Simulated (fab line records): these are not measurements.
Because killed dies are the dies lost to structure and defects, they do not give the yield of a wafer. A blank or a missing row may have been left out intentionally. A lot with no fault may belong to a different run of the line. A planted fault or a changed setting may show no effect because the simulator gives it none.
The tool behind it: which one? + flow berkeley cmos170 + 14 lots with 42 wafers sampled at 5 steps, on a route of 331 steps

WHAT EACH GAUGE READ, for each wafer
UCB170_ACTIVE_THK_MEAS_03. Usual: ACTIVE_OXIDE_THK gives 26.5 nm (standard deviation 0.61).
| lot  | measured    | on            | ACTIVE_OXIDE_THK (nm) | flag |
|------|-------------|---------------|-----------------------|------|
| L589 | day 4 12:50 | film metro-02 | 26.1 26.0 26.2        |      |
| L590 | day 4 19:38 | film metro-04 | 26.8 26.2 26.9        |      |
| L593 | day 5 10:35 | film metro-03 | 27.2 27.1 27.1        |      |
| L594 | day 5 10:40 | film metro-03 | 26.8 26.9 26.5        |      |
| L600 | day 6 18:10 | film metro-03 | 26.1 26.4 25.9        |      |
| L602 | day 7 03:46 | film metro-04 | 26.7 27.0 27.3        |      |
| L603 | day 7 20:00 | film metro-03 | 26.9 27.2 27.1        |      |
| L605 | day 8 04:20 | film metro-03 | 26.9 26.6 26.5        |      |
| L606 | day 8 04:20 | film metro-04 | 27.2 26.6 27.4        |      |
| L604 | day 8 04:21 | film metro-02 | 26.2 26.6 26.4        |      |
| L607 | day 8 15:07 | film metro-03 | 26.2 26.6 26.8        |      |
| L609 | day 9 02:25 | film metro-03 | 27.4 27.2 27.0        |      |
| L608 | day 9 02:26 | film metro-04 | 26.7 26.7 26.8        |      |
| L610 | day 9 13:58 | film metro-04 | 26.1 26.2 26.0        |      |

UCB170_M1_CD_MEAS_09: the cd target is 700 nm. Usual: cd nm at 699.6 nm, with a standard deviation of 1.7.
| lot  | measured     | on        | cd nm (nm)        | flag |
|------|--------------|-----------|-------------------|------|
| L589 | day 8 15:44  | cd sem-02 | 701.6 700.2 699.3 |      |
| L590 | day 9 01:25  | cd sem-01 | 701.8 700.1 702.5 |      |
| L593 | day 9 20:27  | cd sem-01 | 699.9 699.9 699.7 |      |
| L594 | day 9 18:52  | cd sem-02 | 700.9 700.9 700.8 |      |
| L600 | day 10 16:44 | cd sem-02 | 697.8 696.6 696.1 |      |
| L602 | day 11 05:21 | cd sem-01 | 697.2 698.0 698.1 |      |
| L603 | day 11 19:30 | cd sem-01 | 700.3 700.1 700.1 |      |
| L605 | day 12 04:51 | cd sem-02 | 698.5 698.9 699.2 |      |
| L606 | day 12 05:40 | cd sem-02 | 700.6 699.9 699.8 |      |
| L604 | day 12 05:13 | cd sem-01 | 701.8 701.3 702.2 |      |
| L607 | day 12 11:50 | cd sem-02 | 700.0 698.9 699.5 |      |
| L609 | day 12 21:52 | cd sem-02 | 701.0 702.3 701.8 |      |
| L608 | day 12 21:35 | cd sem-02 | 700.6 700.5 698.7 |      |
| L610 | day 13 16:07 | cd sem-01 | 702.5 703.0 704.0 |      |

UCB170_V1_CD_MEAS_12: the cd target is 700 nm. Usual: cd nm at 700.0 nm, with a standard deviation of 1.2.
| lot  | measured     | on        | cd nm (nm)        | flag |
|------|--------------|-----------|-------------------|------|
| L589 | day 8 20:32  | cd sem-01 | 702.1 701.7 702.0 |      |
| L590 | day 9 08:34  | cd sem-02 | 698.6 700.3 698.9 |      |
| L593 | day 10 01:28 | cd sem-01 | 699.4 700.5 699.5 |      |
| L594 | day 10 00:17 | cd sem-02 | 697.9 699.4 700.2 |      |
| L600 | day 10 22:14 | cd sem-01 | 722.9 722.4 723.0 | OFF  |
| L602 | day 11 10:16 | cd sem-02 | 699.8 701.5 699.8 |      |
| L603 | day 12 00:59 | cd sem-01 | 725.6 725.0 725.3 | OFF  |
| L605 | day 12 10:50 | cd sem-02 | 697.3 698.1 698.8 |      |
| L606 | day 12 11:45 | cd sem-01 | 700.1 700.7 700.8 |      |
| L604 | day 12 11:30 | cd sem-01 | 699.7 700.0 700.1 |      |
| L607 | day 12 16:09 | cd sem-01 | 700.3 699.8 700.5 |      |
| L609 | day 13 05:14 | cd sem-02 | 701.8 700.5 701.6 |      |
| L608 | day 13 05:17 | cd sem-01 | 700.8 699.9 698.5 |      |
| L610 | day 13 19:50 | cd sem-02 | 700.6 701.0 700.8 |      |

TOOL THAT RAN EACH LOT (tool first, then ch and the chambers of the sampled wafers, then the start)
| lot  | UCB170_CONTACT_STRIP_19              | UCB170_V1_PEB_10                  |
|------|--------------------------------------|-----------------------------------|
| L589 | plasma asher-04 ch 0,1, day 8 13:07  | litho track-02 ch 0, day 8 20:16  |
| L590 | plasma asher-04 ch 0,1, day 8 23:56  | litho track-02 ch 0, day 9 08:17  |
| L593 | plasma asher-04 ch 0,1, day 9 18:50  | litho track-03 ch 0, day 10 01:11 |
| L594 | plasma asher-01 ch 0,1, day 9 16:07  | litho track-03 ch 0, day 10 00:02 |
| L600 | plasma asher-02 ch 1, day 10 15:06   | litho track-02 ch 0, day 10 21:58 |
| L602 | plasma asher-01 ch 1, day 11 03:28   | litho track-01 ch 0, day 11 09:59 |
| L603 | plasma asher-02 ch 0,1, day 11 17:30 | litho track-02 ch 0, day 12 00:43 |
| L605 | plasma asher-02 ch 0,1, day 12 03:22 | litho track-01 ch 0, day 12 10:34 |
| L606 | plasma asher-01 ch 0,1, day 12 03:49 | litho track-03 ch 0, day 12 11:29 |
| L604 | plasma asher-04 ch 0,1, day 12 03:31 | litho track-03 ch 0, day 12 11:14 |
| L607 | plasma asher-04 ch 0,1, day 12 09:05 | litho track-01 ch 0, day 12 15:52 |
| L609 | plasma asher-04 ch 0,1, day 12 19:59 | litho track-01 ch 0, day 13 04:58 |
| L608 | plasma asher-02 ch 0,1, day 12 19:37 | litho track-03 ch 0, day 13 05:01 |
| L610 | plasma asher-01 ch 0,1, day 13 14:29 | litho track-03 ch 0, day 13 19:34 |
- UCB170_CONTACT_STRIP_19: strips in O2.
- UCB170_V1_PEB_10

AS READ BY THE TOOLS THEMSELVES (means over the sampled wafers that have a number; for cases with no such wafer, the mark the record gives instead)
UCB170_CONTACT_STRIP_19. Usual: chamber pressure mTorr 3499.9 mTorr, standard deviation 2.9; drypump motor current A 5.5 A, standard deviation 0.32; oes product au 0.725 a.u., standard deviation 0.0048.
| lot  | tool            | chamber pressure mTorr (mTorr) | drypump motor current A (A) | oes product au (a.u.) | flag |
|------|-----------------|--------------------------------|-----------------------------|-----------------------|------|
| L589 | plasma asher-04 | 3501.9                         | 5.6                         | 0.724                 |      |
| L590 | plasma asher-04 | 3503.7                         | 5.6                         | 0.728                 |      |
| L593 | plasma asher-04 | 3498.5                         | 5.5                         | 0.732                 |      |
| L594 | plasma asher-01 | 3498.6                         | 5.5                         | 0.726                 |      |
| L600 | plasma asher-02 | 3500.3                         | 5.3                         | 0.721                 |      |
| L602 | plasma asher-01 | 3498.3                         | 5.8                         | 0.732                 |      |
| L603 | plasma asher-02 | 3500.0                         | 5.5                         | 0.730                 |      |
| L605 | plasma asher-02 | 3499.5                         | 5.5                         | 0.726                 |      |
| L606 | plasma asher-01 | 3498.2                         | 5.5                         | 0.726                 |      |
| L604 | plasma asher-04 | 3499.5                         | 5.6                         | 0.729                 |      |
| L607 | plasma asher-04 | 3500.7                         | 5.5                         | 0.725                 |      |
| L609 | plasma asher-04 | 3501.2                         | 5.5                         | 0.727                 |      |
| L608 | plasma asher-02 | 3499.3                         | 5.7                         | 0.720                 |      |
| L610 | plasma asher-01 | 3498.4                         | 5.3                         | 0.722                 |      |

UCB170_V1_PEB_10. Usual: heater power total W 56.80 W, standard deviation 0.043; plate temp C 130.02 C, standard deviation 0.16.
| lot  | tool           | heater power total W (W) | plate temp C (C) | flag |
|------|----------------|--------------------------|------------------|------|
| L589 | litho track-02 | 56.82                    | 130.09           |      |
| L590 | litho track-02 | 56.81                    | 130.01           |      |
| L593 | litho track-03 | 56.78                    | 130.07           |      |
| L594 | litho track-03 | 56.74                    | 129.96           |      |
| L600 | litho track-02 | 59.46                    | 134.60           | OFF  |
| L602 | litho track-01 | 56.83                    | 130.00           |      |
| L603 | litho track-02 | 59.51                    | 134.46           | OFF  |
| L605 | litho track-01 | 56.74                    | 130.17           |      |
| L606 | litho track-03 | 56.79                    | 130.06           |      |
| L604 | litho track-03 | 56.80                    | 129.89           |      |
| L607 | litho track-01 | 56.79                    | 130.19           |      |
| L609 | litho track-01 | 56.82                    | 129.96           |      |
| L608 | litho track-03 | 56.77                    | 130.10           |      |
| L610 | litho track-03 | 56.81                    | 129.98           |      |

THE ANSWER, worked out from the rows above alone
Rule: take the mean of a lot's wafers that have a number; if it is more than 3 standard deviations from the usual mean, the lot is off. A lot without any number at a reading at which 4 lots or more have one is off too. The other lots that the step has rows for count as sound. After the gauges, taken in route order, come the tools' own readings; for these a lot's mean is taken, as printed above. The first step at which some lot is off is used, and at that step the reading that is off furthest; a lot without a number counts as furthest.
Off at UCB170_V1_CD_MEAS_12 (cd nm): L600, L603.
If a tool, at a process step before that reading, ran all the lots that are off and no sound lot after the first of them, it fits. Not tried: the gauges at UCB170_V1_CD_MEAS_12; whatever is off there is also off at UCB170_V1_PEB_10, on other tools, and gauge error can't account for it. One fits: UCB170_V1_PEB_10 on litho track-02. Its last sound lot is L590 (day 9 08:17), its first lot that is off L600 (day 10 21:58): a fault that began between those two fits.
The tool's own readings at UCB170_V1_PEB_10 bear it out: on the lots that are off they differ by more than 5 times the standard deviation of the sound lots' means. heater power total W reads 59.48 W there against 56.79 W on the sound lots; plate temp C reads 134.53 C there against 130.04 C on the sound lots.

WHAT THE SIMULATOR PUT IN
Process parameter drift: litho track-02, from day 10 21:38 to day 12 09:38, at UCB170_V1_PEB_10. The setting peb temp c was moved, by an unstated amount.
Shown lots that were struck: L600, L603. Same finding as the rule above.
